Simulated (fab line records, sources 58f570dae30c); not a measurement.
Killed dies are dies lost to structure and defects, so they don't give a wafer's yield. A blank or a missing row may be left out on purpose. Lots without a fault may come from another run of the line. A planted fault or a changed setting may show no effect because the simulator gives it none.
One fault seen from 2 desks | flow berkeley_cmos170 | each desk has only its own numbers; what lay behind them comes last

THE METROLOGY DESK
What the gauges read, lot by lot, whatever tool the lot ran on: means of the sampled wafers that have a number. A lot is out of limits, marked OUT, if its mean lies more than 4 standard deviations from the usual mean; the brackets give that distance.
Columns: A = PWELL_OXIDE_THK at UCB170_PWELL_THK_MEAS_03, usual 26.1 nm; B = PFIELD_TW at UCB170_PFIELD_TW_MEAS_09, usual 598; C = PVT_TW at UCB170_PVT_TW_MEAS_09, usual 510
lot  | first seen here | A    | B             | C
L190 | day 2 22:46     | 26.9 | 610           | 518
L191 | day 3 03:16     | 26.4 | 594           | 505
L192 | day 3 15:24     | 25.9 | 596           | 502
L194 | day 3 15:24     | 26.2 | 606           | 509
L193 | day 3 15:25     | 25.3 | 596           | 499
L199 | day 5 00:20     | 25.7 | 294 (-53) OUT | -
L202 | day 5 06:52     | 25.6 | 297 (-53) OUT | -
L205 | day 6 02:30     | 25.9 | 602           | 505
L207 | day 6 16:48     | 25.3 | 607           | 519
L208 | day 7 12:36     | 26.6 | 594           | 523
L210 | day 7 12:36     | 25.9 | 592           | 521
L212 | day 7 12:36     | 25.6 | 597           | 505
L211 | day 7 12:40     | 25.4 | 598           | 504
L213 | day 8 01:21     | 26.0 | 596           | 508
This desk's finding: out of limits on L199, L202; first on L202, day 7 01:23 (PFIELD_TW at UCB170_PFIELD_TW_MEAS_09). In limits: L190, L191, L192, L194, L193, L205, L207, L208, L210, L212, L211, L213.

THE TOOL OWNER'S DESK: implanter-04
The tool's own readings at UCB170_PFIELD_IMPLANT_07: means of the sampled wafers that have a number, for each lot that ran on this tool. A lot is out of limits, marked OUT, if its mean lies more than 4 standard deviations from the usual mean; the brackets give that distance.
Columns: A = beam_energy_keV at UCB170_PFIELD_IMPLANT_07, usual 80.007; B = dose_ions_cm2 at UCB170_PFIELD_IMPLANT_07, usual 2.0002e+13; C = faraday_current_uA at UCB170_PFIELD_IMPLANT_07, usual 63.2
lot  | first seen here | A      | B                            | C
L190 | day 4 20:20     | 80.026 | 1.9994e+13                   | 63.0
L193 | day 5 10:42     | 80.007 | 2.0004e+13                   | 62.9
L202 | day 7 01:09     | 79.998 | 2.0075e+12 (-99 or more) OUT | 6.5 (-47) OUT
L199 | day 7 01:25     | 79.996 | 2.0087e+12 (-99 or more) OUT | 6.4 (-47) OUT
This desk's finding: out of limits on L199, L202; first on L202, day 7 01:09 (dose_ions_cm2 at UCB170_PFIELD_IMPLANT_07). In limits: L190, L193.

PUT TOGETHER
The tool owner's desk could have raised an alarm at day 7 01:09, on L199, L202.
The metrology desk could have raised an alarm at day 7 01:23, on L199, L202.
Of the lots named, all ran UCB170_PFIELD_IMPLANT_07 on implanter-04.

WHAT THE SIMULATOR HAD PUT IN
Process parameter drift: implanter-04, from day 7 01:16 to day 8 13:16, at UCB170_PFIELD_IMPLANT_07. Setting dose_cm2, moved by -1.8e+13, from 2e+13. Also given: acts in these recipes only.
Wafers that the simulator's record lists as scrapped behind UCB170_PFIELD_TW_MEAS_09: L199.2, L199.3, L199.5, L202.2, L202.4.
Lots struck among those shown: L199, L202.
